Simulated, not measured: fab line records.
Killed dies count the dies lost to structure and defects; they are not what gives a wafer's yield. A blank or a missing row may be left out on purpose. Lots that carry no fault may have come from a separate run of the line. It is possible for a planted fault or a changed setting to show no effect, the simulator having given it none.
fab line records | flow rit_cmos
record: lots: 7 wafers: 21 last_day: 7
route steps=202 shown GATE@89 REOX@98 NLDD@103 PLDD@114 SPACER@125 SDANNEAL@155 M1@202
lots untouched by any fault: they come from a run of this same line in which no faults occurred
start_h: hours from the record's first day to the start of the lot's first wafer shown | wait_h: hours elapsed since this lot's preceding step | " repeats the value in the row above | L1.1+2: a single row standing in for several wafers | - either no value or no given start | * or withheld: withheld | < > ~ a bound
route shown NAME@n: a module of which the file shows steps, and the number in the route of the first | usual: average and standard deviation across the fault-free wafers | same: alike in all rows | chamber/n: place in a boat | sites: per-site readings | _std_site: the standard deviation of these | _edge_site: outer sites' mean less inner sites' | radius_mm: for every site, how far away it sits from the centre of the wafer | mask NAME#n: copy n | behind: the tool/chamber that last shaped the wafer | hold: reason for holding the lot/hours on hold/outcome of the hold | device: whichever transistor did not switch (one of n, p or np) | end of line: the same wafers' tests at the end of the route | where a step has no rows: the recipe by itself | killed: dies that structure and defects cost at the first sort, which is not the same as the wafer's yield | map: dies across one wafer; x = killed, . = not, _ = none there
set.NAME: setting as actually run; set.NAME@STEP: the setting as run at that earlier step | model.NAME: the simulator's own value behind a step, which no gauge read
lots at selected steps of the route; one table per step, one row per wafer
services: a tool's chamber out of use, with start hour (start_h, from the record's first day; less than 0 if before it), hours out, and reason
== steps ==
step: RIT_GATE_EXPOSE_13
recipe: mask_id: M6 na: 0.6 source_shape: conventional sigma_outer: 0.6 target_cd_nm: 150 dose_mj: 380
step: RIT_GATE_PEB_14
recipe: resist: NOVOLAK temp_c: withheld time_s: withheld
step: RIT_GATE_DEVELOP_15
recipe: resist: NOVOLAK develop_time_s: 50 dev_temp_c: 23
step: RIT_GATE_CD_MEAS_16
recipe: target_cd_nm: 150
usual: cd_nm: 149.3/2.1
columns lot.wafer tool chamber start_h wait_h cd_nm
L578.1 cd_sem-01 - 52.11 - 149.7
L578.3 " - " " 149.8
L578.5 " - " " 147.8
L581.2 cd_sem-01 - 66.26 - 147.5
L581.4 " - " " 144.9
L581.6 " - " " 147.6
L588.2 cd_sem-02 - 101.16 - 153.8
L588.5 " - " " 156.1
L588.6 " - " " 153.9
L589.1 cd_sem-02 - 106.67 - 153.2
L589.3 " - " " 153.7
L589.4 " - " " 152.9
L590.1 cd_sem-02 - 110.61 - 154.7
L590.4 " - " " 150.6
L590.5 " - " " 152.1
L591.2 cd_sem-02 - 118.02 - 152.2
L591.3 " - " " 147.9
L591.6 " - " " 151.3
L596.2 cd_sem-02 - 141.87 - 151.8
L596.4 " - " " 147.3
L596.5 " - " " 149.1
step: RIT_GATE_OVL_MEAS_17
usual: GATE_OVL: 1.0/1.4
columns lot.wafer tool chamber start_h wait_h GATE_OVL[nm]
L578.1 overlay-01 - 52.23 0.1 -3.1
L578.3 " - " " -1.6
L578.5 " - " " -1.8
L581.2 overlay-02 - 66.37 0.1 0.2
L581.4 " - " " 1.0
L581.6 " - " " 2.3
L588.2 overlay-02 - 101.26 0.1 2.4
L588.5 " - " " 1.4
L588.6 " - " " 2.0
L589.1 overlay-01 - 106.79 0.1 2.1
L589.3 " - " " 1.6
L589.4 " - " " 0.6
L590.1 overlay-02 - 110.73 0.1 2.8
L590.4 " - " " 2.7
L590.5 " - " " 1.1
L591.2 overlay-02 - 118.13 0.1 0.0
L591.3 " - " " -0.4
L591.6 " - " " 0.4
L596.2 overlay-02 - 141.97 0.1 1.1
L596.4 " - " " 2.1
L596.5 " - " " 0.1
step: RIT_GATE_HARDBAKE_18
recipe: resist: NOVOLAK temp_c: 140 time_s: 60
step: RIT_GATE_ETCH_19
recipe: chemistry: SF6/CHF3/O2 time_s: 165 SF6_flow_sccm: 30 CHF3_flow_sccm: 30 O2_flow_sccm: 5 target: poly-Si pressure_mtorr: 40 rf_w: 160 target_depth_a: 3125 over_etch_frac: 0.25 stop_on: SiO2
usual: drypump_motor_current_A: 5.5/0.34 oes_product_au: 0.851/0.017 rf_fwd_power_W: 159.3/0.54 throttle_valve_pct: 10.25/0.15
same: over_etch_frac: 0.25
columns lot.wafer tool chamber start_h wait_h drypump_motor_current_A oes_product_au rf_fwd_power_W rf_hours_counter_h throttle_valve_pct
L578.1 rie_si-01 0 52.42 0.1 5.2 0.847 160.1 2 10.32
L578.3 " 2 " " 5.7 0.823 158.1 61 9.92
L578.5 " 3 " " 6.0 0.840 159.5 - 10.12
L581.2 rie_si-02 3 66.55 0.1 5.6 0.845 159.9 37 10.27
L581.4 " 1 " " 5.8 0.874 159.2 101 10.28
L581.6 " 3 " " 5.5 0.838 159.7 - 10.27
L588.2 rie_si-01 3 101.44 0.1 6.0 0.836 158.8 79 10.11
L588.5 " 3 " " 6.0 0.850 158.7 - 10.11
L588.6 " 2 " " 5.7 0.834 158.9 - 9.96
L589.1 rie_si-01 2 106.98 0.1 5.7 0.828 159.3 61 9.94
L589.3 " 0 " " 5.2 0.842 159.3 2 10.34
L589.4 " 3 " " 6.0 0.821 158.6 79 10.10
L590.1 rie_si-02 3 110.93 0.1 5.6 0.844 159.3 37 10.27
L590.4 " 2 " " 5.2 0.877 158.8 2 10.17
L590.5 " 0 " " 5.2 0.850 159.1 - 10.46
L591.2 rie_si-01 1 118.33 0.1 5.0 0.857 160.2 117 10.40
L591.3 " 2 " " 5.7 0.831 159.2 62 9.94
L591.6 " 1 " " 5.0 0.854 159.6 - 10.40
L596.2 rie_si-02 3 142.15 0.1 5.6 0.832 159.2 37 10.26
L596.4 " 1 " " 5.8 0.880 160.1 101 10.29
L596.5 " 2 " " 5.2 0.881 158.7 - 10.16
step: RIT_GATE_STRIP_20
recipe: chemistry: O2 time_s: 180 resist: NOVOLAK platen_temp_c: withheld power_w: 500 pressure_mtorr: 4000 o2_flow_sccm: 4000
usual: drypump_motor_current_A: 5.7/0.38
columns lot.wafer tool chamber start_h wait_h drypump_motor_current_A rf_hours_counter_h
L578.1 plasma_asher-03 0 52.53 0.1 5.5 25
L578.3 " 0 " " 5.5 -
L578.5 " 0 " " 5.5 -
L581.2 plasma_asher-04 0 66.65 0.1 5.4 43
L581.4 " 1 " " 6.5 -
L581.6 " 1 " " 6.5 -
L588.2 plasma_asher-03 0 101.55 0.1 5.5 30
L588.5 " 1 " " 5.4 -
L588.6 " 0 " " 5.5 -
L589.1 plasma_asher-04 1 107.08 0.1 6.5 45
L589.3 " 1 " " 6.5 -
L589.4 " 0 " " 5.4 -
L590.1 plasma_asher-03 1 111.04 0.1 5.4 31
L590.4 " 1 " " 5.4 -
L590.5 " 0 " " 5.5 -
L591.2 plasma_asher-04 1 118.44 0.1 6.5 0
L591.3 " 1 " " 6.5 -
L591.6 " 1 " " 6.5 -
L596.2 plasma_asher-01 1 142.26 0.1 5.4 52
L596.4 " 1 " " 5.4 -
L596.5 " 1 " " 5.4 -
step: RIT_GATE_CD_MEAS_90
recipe: target_cd_nm: 150
usual: cd_nm: 149.3/2.1
columns lot.wafer tool chamber start_h wait_h cd_nm
L578.1 cd_sem-01 - 52.70 0.1 149.4
L578.3 " - " " 149.8
L578.5 " - " " 147.9
L581.2 cd_sem-02 - 66.85 0.1 147.4
L581.4 " - " " 145.0
L581.6 " - " " 147.2
L588.2 cd_sem-02 - 101.77 0.2 153.8
L588.5 " - " " 155.6
L588.6 " - " " 153.6
L589.1 cd_sem-02 - 107.26 0.1 152.8
L589.3 " - " " 153.3
L589.4 " - " " 152.5
L590.1 cd_sem-02 - 111.21 0.1 154.6
L590.4 " - " " 150.8
L590.5 " - " " 152.3
L591.2 cd_sem-02 - 118.64 0.1 152.1
L591.3 " - " " 147.9
L591.6 " - " " 151.4
L596.2 cd_sem-02 - 142.46 0.1 151.3
L596.4 " - " " 147.0
L596.5 " - " " 148.8
step: RIT_REOX_CLEAN_00
recipe: chemistry: SC1 mix: 3:3:50 time_s: 600 temp_c: 75
step: RIT_REOX_CLEAN_01
recipe: chemistry: dHF dilution: 50:1 time_s: 30
step: RIT_REOX_CLEAN_02
recipe: chemistry: SC2 mix: 3:3:50 time_s: 600 temp_c: 75 dry: n2_spin
step: RIT_REOX_OXIDATION_03
recipe: temp_c: 900 ambient: O2 target_thk_a: 252 ox_time_s: 5580
usual: zone_power_load_pct: 28.6/0.89
columns lot.wafer tool chamber start_h wait_h zone_power_load_pct model.SiO2_of_REOX_OXIDATION_03.thk_nm model.poly-Si_of_GATE_CVD_08.thk_nm
L578.1 furnace-03 0 54.44 1.2 27.8 25.41 237.9
L578.3 " 0 " " 27.0 25.15 237.6
L578.5 " 0 " " 26.9 25.1 238.2
L581.2 furnace-01 0 67.53 0.2 29.6 25.42 238
L581.4 " 0 " " 29.5 24.95 236.3
L581.6 " 0 " " 29.2 25.63 234.3
L588.2 furnace-01 0 103.28 1.0 29.2 14.37 240.7
L588.5 " 0 " " 29.1 14.93 242.9
L588.6 " 0 " " 29.2 14.33 241.9
L589.1 furnace-04 0 107.95 0.2 28.8 25.64 233.4
L589.3 " 0 " " 29.3 25.71 233
L589.4 " 0 " " 29.0 25.53 234.2
L590.1 furnace-01 0 113.30 1.6 29.3 14.82 240.7
L590.4 " 0 " " 29.2 15 239.6
L590.5 " 0 " " 29.4 14.83 239.7
L591.2 furnace-01 0 119.12 0.0 29.3 15.59 242
L591.3 " 0 " " 28.9 15.53 241.2
L591.6 " 0 " " 29.0 15.97 240.1
L596.2 furnace-04 0 144.07 1.1 28.9 26.23 233.6
L596.4 " 0 " " 29.0 26.11 237.6
L596.5 " 0 " " 29.2 26.12 236.8
step: RIT_REOX_THK_MEAS_04
recipe: reads: SiO2_of_REOX_OXIDATION_03
usual: REOX_OXIDE_THK: 25.4/0.56
columns lot.wafer tool chamber start_h wait_h REOX_OXIDE_THK[nm]
L578.1 film_metro-04 - 56.99 0.0 25.5
L578.3 " - " " 25.2
L578.5 " - " " 25.0
L581.2 film_metro-04 - 70.09 0.0 25.5
L581.4 " - " " 25.0
L581.6 " - " " 25.7
L588.2 film_metro-03 - 105.84 0.0 14.4
L588.5 " - " " 14.9
L588.6 " - " " 14.4
L589.1 film_metro-01 - 110.50 0.0 25.7
L589.3 " - " " 25.7
L589.4 " - " " 25.6
L590.1 film_metro-03 - 115.85 0.0 14.8
L590.4 " - " " 15.0
L590.5 " - " " 14.9
L591.2 film_metro-04 - 121.68 0.0 15.6
L591.3 " - " " 15.6
L591.6 " - " " 15.9
L596.2 film_metro-03 - 146.63 0.0 26.3
L596.4 " - " " 26.1
L596.5 " - " " 26.2
step: RIT_NLDD_HMDS_00
recipe: prime_time_s: 60 prime_temp_c: 140
step: RIT_NLDD_COAT_01
recipe: resist: NOVOLAK spin_rpm: 3250 resist_thk_nm: 1000
step: RIT_NLDD_SOFTBAKE_02
recipe: resist: NOVOLAK temp_c: 90 time_s: 60
step: RIT_NLDD_EXPOSE_03
recipe: mask_id: M7 na: 0.57 target_cd_nm: 40700 dose_mj: 250
step: RIT_NLDD_PEB_04
recipe: resist: NOVOLAK temp_c: withheld time_s: withheld
step: RIT_NLDD_DEVELOP_05
recipe: resist: NOVOLAK develop_time_s: 50 dev_temp_c: 23
step: RIT_NLDD_OVL_MEAS_06
usual: NLDD_OVL: 0.1/1.2
columns lot.wafer tool chamber start_h wait_h NLDD_OVL[nm]
L578.1 overlay-01 - 57.90 - 0.9
L578.3 " - " " 1.4
L578.5 " - " " 1.5
L581.2 overlay-01 - 71.12 - -1.5
L581.4 " - " " -2.8
L581.6 " - " " -1.5
L588.2 overlay-01 - 106.87 - -0.3
L588.5 " - " " -0.3
L588.6 " - " " 0.9
L589.1 overlay-01 - 111.46 - 1.9
L589.3 " - " " 3.7
L589.4 " - " " 2.5
L590.1 overlay-01 - 116.76 - 1.1
L590.4 " - " " 2.5
L590.5 " - " " 1.4
L591.2 overlay-01 - 122.58 - 1.6
L591.3 " - " " 0.8
L591.6 " - " " 1.4
L596.2 overlay-02 - 147.66 - -0.9
L596.4 " - " " 0.6
L596.5 " - " " -1.0
step: RIT_NLDD_HARDBAKE_07
recipe: resist: NOVOLAK temp_c: 140 time_s: 60
step: RIT_NLDD_IMPLANT_08
recipe: species: P energy_kev: 20 dose_cm2: 5e+14 tilt_deg: 7
step: RIT_NLDD_STRIP_09
recipe: chemistry: O2 time_s: 180 resist: NOVOLAK platen_temp_c: withheld power_w: 500 pressure_mtorr: 4000 o2_flow_sccm: 4000
usual: drypump_motor_current_A: 5.6/0.3
columns lot.wafer tool chamber start_h wait_h drypump_motor_current_A rf_hours_counter_h
L578.1 plasma_asher-03 1 58.24 0.1 5.4 25
L578.3 " 1 " " 5.4 -
L578.5 " 1 " " 5.4 -
L581.2 plasma_asher-03 0 71.45 0.1 5.5 27
L581.4 " 0 " " 5.5 -
L581.6 " 0 " " 5.5 -
L588.2 plasma_asher-02 0 107.20 0.1 5.6 49
L588.5 " 0 " " 5.6 -
L588.6 " 1 " " 5.7 -
L589.1 plasma_asher-03 0 111.80 0.1 5.5 32
L589.3 " 1 " " 5.4 -
L589.4 " 0 " " 5.5 -
L590.1 plasma_asher-03 1 117.10 0.1 5.4 32
L590.4 " 0 " " 5.5 -
L590.5 " 1 " " 5.4 -
L591.2 plasma_asher-02 1 122.91 0.1 5.8 51
L591.3 " 1 " " 5.8 -
L591.6 " 1 " " 5.8 -
L596.2 plasma_asher-03 0 147.99 0.1 5.5 36
L596.4 " 1 " " 5.4 -
L596.5 " 1 " " 5.4 -
step: RIT_NLDD_TW_MEAS_10
usual: NLDD_TW: 2483/16
columns lot.wafer tool chamber start_h wait_h NLDD_TW
L578.1 film_metro-04 - 58.41 0.1 2465
L578.3 " - " " 2470
L578.5 " - " " 2470
L581.2 film_metro-04 - 71.64 0.1 2466
L581.4 " - " " 2469
L581.6 " - " " 2457
L588.2 film_metro-01 - 107.39 0.1 2483
L588.5 " - " " 2492
L588.6 " - " " 2471
L589.1 film_metro-04 - 111.97 0.1 2465
L589.3 " - " " 2465
L589.4 " - " " 2464
L590.1 film_metro-04 - 117.27 0.1 2465
L590.4 " - " " 2470
L590.5 " - " " 2464
L591.2 film_metro-02 - 123.10 0.1 2498
L591.3 " - " " 2496
L591.6 " - " " 2496
L596.2 film_metro-02 - 148.17 0.1 2492
L596.4 " - " " 2491
L596.5 " - " " 2503
step: RIT_PLDD_HMDS_00
recipe: prime_time_s: 60 prime_temp_c: 140
step: RIT_PLDD_COAT_01
recipe: resist: NOVOLAK spin_rpm: 3250 resist_thk_nm: 1000
step: RIT_PLDD_SOFTBAKE_02
recipe: resist: NOVOLAK temp_c: 90 time_s: 60
step: RIT_PLDD_EXPOSE_03
recipe: mask_id: M8 na: 0.57 target_cd_nm: 40900 dose_mj: 250
step: RIT_PLDD_PEB_04
recipe: resist: NOVOLAK temp_c: withheld time_s: withheld
step: RIT_PLDD_DEVELOP_05
recipe: resist: NOVOLAK develop_time_s: 50 dev_temp_c: 23
step: RIT_PLDD_OVL_MEAS_06
usual: PLDD_OVL: 0.8/1.3
columns lot.wafer tool chamber start_h wait_h PLDD_OVL[nm]
L578.1 overlay-01 - 59.45 - 1.6
L578.3 " - " " 2.1
L578.5 " - " " 0.5
L581.2 overlay-01 - 72.54 - 0.4
L581.4 " - " " 2.4
L581.6 " - " " 2.5
L588.2 overlay-02 - 108.42 - 1.3
L588.5 " - " " 1.7
L588.6 " - " " 1.8
L589.1 overlay-02 - 112.88 - 1.3
L589.3 " - " " 1.1
L589.4 " - " " -0.9
L590.1 overlay-01 - 118.18 - 1.1
L590.4 " - " " -0.7
L590.5 " - " " 0.3
L591.2 overlay-01 - 124.13 - 1.9
L591.3 " - " " 0.2
L591.6 " - " " 2.4
L596.2 overlay-01 - 149.20 - -2.3
L596.4 " - " " -2.0
L596.5 " - " " -1.3
step: RIT_PLDD_HARDBAKE_07
recipe: resist: NOVOLAK temp_c: 140 time_s: 60
step: RIT_PLDD_IMPLANT_08
recipe: species: BF2 energy_kev: 20 dose_cm2: 9e+14 tilt_deg: 7
step: RIT_PLDD_STRIP_09
recipe: chemistry: O2 time_s: 180 resist: NOVOLAK platen_temp_c: withheld power_w: 500 pressure_mtorr: 4000 o2_flow_sccm: 4000
usual: drypump_motor_current_A: 5.61/0.19
columns lot.wafer tool chamber start_h wait_h drypump_motor_current_A rf_hours_counter_h
L578.1 plasma_asher-01 0 59.78 0.1 5.90 42
L578.3 " 1 " " 5.40 -
L578.5 " 1 " " 5.42 -
L581.2 plasma_asher-01 1 72.87 0.1 5.42 44
L581.4 " 0 " " 5.90 -
L581.6 " 0 " " 5.90 -
L588.2 plasma_asher-02 1 108.75 0.1 5.74 49
L588.5 " 1 " " 5.73 -
L588.6 " 0 " " 5.63 -
L589.1 plasma_asher-03 0 113.22 0.1 5.53 32
L589.3 " 1 " " 5.40 -
L589.4 " 0 " " 5.52 -
L590.1 plasma_asher-02 0 118.52 0.1 5.61 50
L590.4 " 0 " " 5.61 -
L590.5 " 1 " " 5.76 -
L591.2 plasma_asher-02 1 124.46 0.1 5.75 51
L591.3 " 0 " " 5.63 -
L591.6 " 0 " " 5.63 -
L596.2 plasma_asher-01 0 149.53 0.1 5.90 53
L596.4 " 0 " " 5.89 -
L596.5 " 0 " " 5.89 -
step: RIT_PLDD_TW_MEAS_10
usual: PLDD_TW: 2346/15
columns lot.wafer tool chamber start_h wait_h PLDD_TW
L578.1 film_metro-02 - 59.96 0.1 2365
L578.3 " - " " 2361
L578.5 " - " " 2361
L581.2 film_metro-04 - 73.06 0.1 2342
L581.4 " - " " 2334
L581.6 " - " " 2332
L588.2 film_metro-04 - 108.93 0.1 2333
L588.5 " - " " 2318
L588.6 " - " " 2319
L589.1 film_metro-04 - 113.39 0.1 2325
L589.3 " - " " 2337
L589.4 " - " " 2326
L590.1 film_metro-02 - 118.69 0.1 2348
L590.4 " - " " 2341
L590.5 " - " " 2357
L591.2 film_metro-01 - 124.65 0.1 2349
L591.3 " - " " 2344
L591.6 " - " " 2358
L596.2 film_metro-01 - 149.72 0.1 2348
L596.4 " - " " 2348
L596.5 " - " " 2344
step: RIT_SPACER_CLEAN_00
recipe: chemistry: SC1 mix: 3:3:50 time_s: 600 temp_c: 75
columns lot.wafer tool chamber start_h wait_h model.SiO2_of_REOX_OXIDATION_03.thk_nm
L578.1 wet_bench-01 0 60.02 0.1 23.42
L578.3 " 0 " " 23.18
L578.5 " 0 " " 23.14
L581.2 wet_bench-01 2 73.11 0.0 23.47
L581.4 " 2 " " 23.03
L581.6 " 2 " " 23.65
L588.2 wet_bench-01 2 108.98 0.0 13.26
L588.5 " 2 " " 13.79
L588.6 " 2 " " 13.23
L589.1 wet_bench-02 0 113.45 0.1 23.7
L589.3 " 0 " " 23.76
L589.4 " 0 " " 23.58
L590.1 wet_bench-02 1 118.75 0.1 13.66
L590.4 " 1 " " 13.82
L590.5 " 1 " " 13.67
L591.2 wet_bench-04 2 124.70 0.0 14.37
L591.3 " 2 " " 14.32
L591.6 " 2 " " 14.72
L596.2 wet_bench-04 3 149.77 0.0 24.19
L596.4 " 3 " " 24.08
L596.5 " 3 " " 24.09
step: RIT_SPACER_CLEAN_01
recipe: chemistry: dHF dilution: 50:1 time_s: 30
step: RIT_SPACER_CLEAN_02
recipe: chemistry: SC2 mix: 3:3:50 time_s: 600 temp_c: 75 dry: n2_spin
step: RIT_SPACER_CVD_03
recipe: material: Si3N4 target_thk_nm: 250 temp_c: 810 precursor: SiH2Cl2/NH3 time_s: 3300 pressure_mtorr: 300 sih2cl2_flow_sccm: 60 nh3_flow_sccm: 150
step: RIT_SPACER_THK_MEAS_04
recipe: reads: Si3N4_of_SPACER_CVD_03
usual: SPACER_NITRIDE_THK: 250.0/2.2
columns lot.wafer tool chamber start_h wait_h SPACER_NITRIDE_THK[nm]
L578.1 film_metro-01 - 62.32 0.0 250.6
L578.3 " - " " 250.9
L578.5 " - " " 250.0
L581.2 film_metro-03 - 75.40 0.0 250.9
L581.4 " - " " 250.7
L581.6 " - " " 248.9
L588.2 film_metro-01 - 111.27 0.0 247.5
L588.5 " - " " 248.0
L588.6 " - " " 249.8
L589.1 film_metro-02 - 115.78 0.0 247.5
L589.3 " - " " 248.6
L589.4 " - " " 249.2
L590.1 film_metro-03 - 121.10 0.0 252.4
L590.4 " - " " 254.2
L590.5 " - " " 254.2
L591.2 film_metro-03 - 126.99 0.0 250.6
L591.3 " - " " 249.7
L591.6 " - " " 248.8
L596.2 film_metro-02 - 152.46 0.0 252.3
L596.4 " - " " 251.5
L596.5 " - " " 252.3
step: RIT_SPACER_ETCHBACK_05
recipe: target_depth_a: 2500 SF6_flow_sccm: 30 CHF3_flow_sccm: 30 target: Si3N4 chemistry: SF6/CHF3 pressure_mtorr: 40 rf_w: 250 time_s: 240 stop_on: SiO2
usual: drypump_motor_current_A: 5.8/0.34 oes_product_au: 0.846/0.012 rf_fwd_power_W: 249.4/0.79 throttle_valve_pct: 10.27/0.12
columns lot.wafer tool chamber start_h wait_h drypump_motor_current_A oes_product_au rf_fwd_power_W rf_hours_counter_h throttle_valve_pct
L578.1 rie_diel-03 1 62.38 0.1 5.4 0.813 248.5 159 10.06
L578.3 " 0 " " 5.8 0.847 249.2 47 10.24
L578.5 " 3 " " 5.8 0.856 249.9 - 10.25
L581.2 rie_diel-04 0 75.45 0.0 6.1 0.841 250.3 1 10.06
L581.4 " 1 " " 5.3 0.852 248.3 151 10.25
L581.6 " 0 " " 6.2 0.842 249.4 - 10.05
L588.2 rie_diel-01 2 111.32 0.0 6.5 0.837 249.8 143 10.48
L588.5 " 0 " " 5.7 0.857 249.4 - 10.35
L588.6 " 2 " " 6.5 0.840 248.6 - 10.49
L589.1 rie_diel-04 0 115.84 0.1 6.3 0.839 249.4 2 10.06
L589.3 " 3 " " 5.7 0.843 250.1 69 10.41
L589.4 " 2 " " 5.9 0.832 249.7 13 10.25
L590.1 rie_diel-03 0 121.16 0.1 5.8 0.847 247.1 49 10.24
L590.4 " 0 " " 5.8 0.856 249.2 - 10.24
L590.5 " 3 " " 5.8 0.863 248.4 - 10.26
L591.2 rie_diel-03 2 127.04 0.0 5.9 0.846 249.3 7 10.25
L591.3 " 3 " " 5.8 0.848 250.5 28 10.26
L591.6 " 2 " " 5.9 0.840 250.6 - 10.26
L596.2 rie_diel-03 3 152.51 0.0 5.8 0.859 250.1 28 10.26
L596.4 " 2 " " 5.9 0.843 248.6 8 10.28
L596.5 " 0 " " 5.8 0.841 250.1 - 10.25
step: RIT_SDANNEAL_CLEAN_02
recipe: chemistry: SC2 mix: 3:3:50 time_s: 600 temp_c: 75 dry: n2_spin
columns lot.wafer tool chamber start_h wait_h model.poly-Si_of_GATE_CVD_08.thk_nm
L578.1 wet_bench-03 3 65.56 0.0 165.6
L578.3 " 3 " " 167.9
L578.5 " 3 " " 166.8
L581.2 wet_bench-03 1 78.76 0.0 170.2
L581.4 " 1 " " 166.9
L581.6 " 1 " " 166.3
L588.2 wet_bench-01 2 114.63 0.0 172.3
L588.5 " 2 " " 174.8
L588.6 " 2 " " 173.4
L589.1 wet_bench-02 2 119.48 0.0 164.2
L589.3 " 2 " " 164.7
L589.4 " 2 " " 165.7
L590.1 wet_bench-03 3 124.51 0.0 170.2
L590.4 " 3 " " 168.8
L590.5 " 3 " " 169
L591.2 wet_bench-02 2 130.56 0.0 171.8
L591.3 " 2 " " 171.4
L591.6 " 2 " " 169.4
L596.2 wet_bench-02 1 155.99 0.0 162.6
L596.4 " 1 " " 167.8
L596.5 " 1 " " 167.1
step: RIT_M1_PROBE_99
usual: killed_at_contacts: 0.1/0.25 killed_at_front_end: 6.8/2.7 killed_dies: 6.8/2.7 killed_open: 3.4/1.8 killed_short: 3.5/1.7
same: gross_dies: 264 killed_at_M0_to_M3: 0 killed_at_M4_up: 0 killed_at_back_side: 0 killed_at_other: 0
columns lot.wafer tool chamber start_h wait_h killed_at_contacts killed_at_front_end killed_dies killed_open killed_short
L578.1 prober-01 - 73.15 0.1 0 8 8 4 4
L578.3 prober-01 - 73.25 0.2 0 4 4 2 2
L578.5 prober-01 - 73.35 0.2 0 6 6 3 3
L581.2 prober-02 - 86.59 0.1 0 4 4 1 3
L581.4 prober-02 - 86.69 0.2 0 5 5 3 2
L581.6 prober-02 - 86.79 0.2 0 3 3 2 1
L588.2 prober-01 - 129.15 1.7 0 13 13 5 8
L588.5 prober-01 - 129.30 1.8 0 6 6 4 2
L588.6 prober-01 - 129.35 1.8 0 2 2 1 1
L591.2 prober-01 - 138.36 0.1 0 6 6 2 4
L591.3 prober-01 - 138.41 0.2 0 6 6 5 1
L591.6 prober-01 - 138.56 0.2 0 7 7 5 2
L596.2 prober-01 - 163.53 0.1 1 10 11 5 6
L596.4 prober-01 - 163.63 0.2 0 4 4 2 2
L596.5 prober-01 - 163.68 0.2 0 3 3 1 2
killed by level:class
L578.1 FOX1:geometric_particle:short=2 GATE:geometric_particle:open=2 SPACER:geometric_particle:short=2 FOX2:geometric_particle:open=1 REOX:geometric_particle:open=1
L578.3 FOX1:geometric_particle:open=1 FOX1:geometric_particle:short=1 REOX:geometric_particle:open=1 SPACER:geometric_particle:short=1
L578.5 GATE:geometric_particle:open=2 FOX1:geometric_particle:short=1 GATE:geometric_particle:short=1 SPACER:geometric_particle:open=1 SILICIDE:geometric_particle:short=1
L581.2 FOX1:geometric_particle:open=1 GATE:geometric_particle:short=1 REOX:geometric_particle:short=1 SILICIDE:geometric_particle:short=1
L581.4 FOX2:geometric_particle:short=1 FOX2:geometric_particle:open=1 GATE:geometric_particle:open=1 GATE:geometric_particle:short=1 SILICIDE:geometric_particle:open=1
L581.6 FOX1:geometric_particle:open=1 GATE:geometric_particle:short=1 GATE:geometric_particle:open=1
L588.2 FOX1:geometric_particle:short=3 GATE:geometric_particle:short=2 REOX:geometric_particle:open=2 SPACER:geometric_particle:short=2 FOX1:geometric_particle:open=1 GATE:geometric_particle:open=1 REOX:geometric_particle:short=1 SPACER:geometric_particle:open=1
L588.5 REOX:geometric_particle:short=2 SILICIDE:geometric_particle:open=2 GATE:geometric_particle:open=1 SPACER:geometric_particle:open=1
L588.6 REOX:geometric_particle:open=1 REOX:geometric_particle:short=1
L591.2 FOX1:geometric_particle:short=2 FOX1:geometric_particle:open=1 GATE:geometric_particle:short=1 SPACER:geometric_particle:short=1 SPACER:geometric_particle:open=1
L591.3 FOX1:geometric_particle:open=2 FOX2:geometric_particle:short=1 GATE:geometric_particle:open=1 REOX:geometric_particle:open=1 SILICIDE:geometric_particle:open=1
L591.6 FOX1:geometric_particle:open=3 GATE:geometric_particle:short=1 REOX:geometric_particle:open=1 SPACER:geometric_particle:short=1 SPACER:geometric_particle:open=1
L596.2 GATE:geometric_particle:short=3 GATE:geometric_particle:open=2 FOX1:geometric_particle:short=1 FOX1:geometric_particle:open=1 FOX2:geometric_particle:short=1 REOX:geometric_particle:short=1 SILICIDE:geometric_particle:open=1 CONTACT:geometric_particle:open=1
L596.4 GATE:geometric_particle:short=1 REOX:geometric_particle:open=1 REOX:geometric_particle:short=1 SILICIDE:geometric_particle:open=1
L596.5 FOX1:geometric_particle:short=1 GATE:geometric_particle:short=1 SILICIDE:geometric_particle:open=1
== services ==
columns tool chamber start_h hours kind
furnace-03 - 29.08 3.2 pm
furnace-04 - 35.10 2.7 pm
rie_diel-03 0 46.53 12.1 repair
furnace-01 - 70.08 5.2 pm
plasma_asher-04 - 78.79 21.3 repair
rie_diel-04 2 81.18 1.7 repair
rie_diel-01 3 95.37 2.0 repair
rie_si-02 - 100.68 10.0 pm
rie_diel-03 1 105.81 - clean
rie_diel-03 1 105.81 32.3 scheduled_down
rie_diel-03 1 105.81 32.3 vent_cycle
rie_diel-01 1 107.04 16.2 repair
plasma_asher-04 - 108.75 9.0 pm
plasma_asher-04 0 108.75 9.0 vent_cycle
plasma_asher-04 1 108.75 9.0 vent_cycle
wet_bench-03 - 116.04 1.7 repair
plasma_asher-04 0 117.75 - clean
plasma_asher-04 1 117.75 - clean
plasma_asher-02 - 126.35 4.3 pm
wet_bench-02 - 128.45 1.8 repair
furnace-01 - 129.63 4.2 pm
rie_diel-04 1 135.30 - clean
rie_diel-04 1 135.30 30.7 scheduled_down
rie_diel-04 1 135.30 30.7 vent_cycle
== key ==
first_sign: step: RIT_REOX_THK_MEAS_04 reading: REOX_OXIDE_THK direction: down sigmas: 18 usual: 25.4 struck: 15.1
effect none on later readings
model_effect: step: RIT_REOX_OXIDATION_03 value: SiO2_of_REOX_OXIDATION_03.thk_nm without: 25.4 struck: 15.04
model_effect: step: RIT_SPACER_CLEAN_00 value: SiO2_of_REOX_OXIDATION_03.thk_nm without: 23.42 struck: 13.87
model_effect: step: RIT_SDANNEAL_CLEAN_02 value: poly-Si_of_GATE_CVD_08.thk_nm without: 166.1 struck: 171.2
met_at RIT_REOX_OXIDATION_03
struck_wafers L588.2,L588.5,L588.6,L590.1,L590.4,L590.5,L591.2,L591.3,L591.6
tester_left_out L588,L590,L591
loop_trim: step: RIT_GATE_EXPOSE_13 setting: dose lots: L588,L590
onset_between 67.53 103.28
fault: kind: process_parameter_drift tool: furnace-01 chamber: - onset_h: 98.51 steps: RIT_REOX_OXIDATION_03 channel: ox_time_s offset: * shape: step end_h: 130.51 acts_in: * stated: *
tester_left_out: of these lots the tester's yield and bins aren't shown, on N5 and GAA mostly nor the transistor test; their killed dies are dies lost to structure and defects alone, not to doping, threshold or leakage, so they don't give the yield
loop_trim: a control loop set the setting to another value than it would have without faults
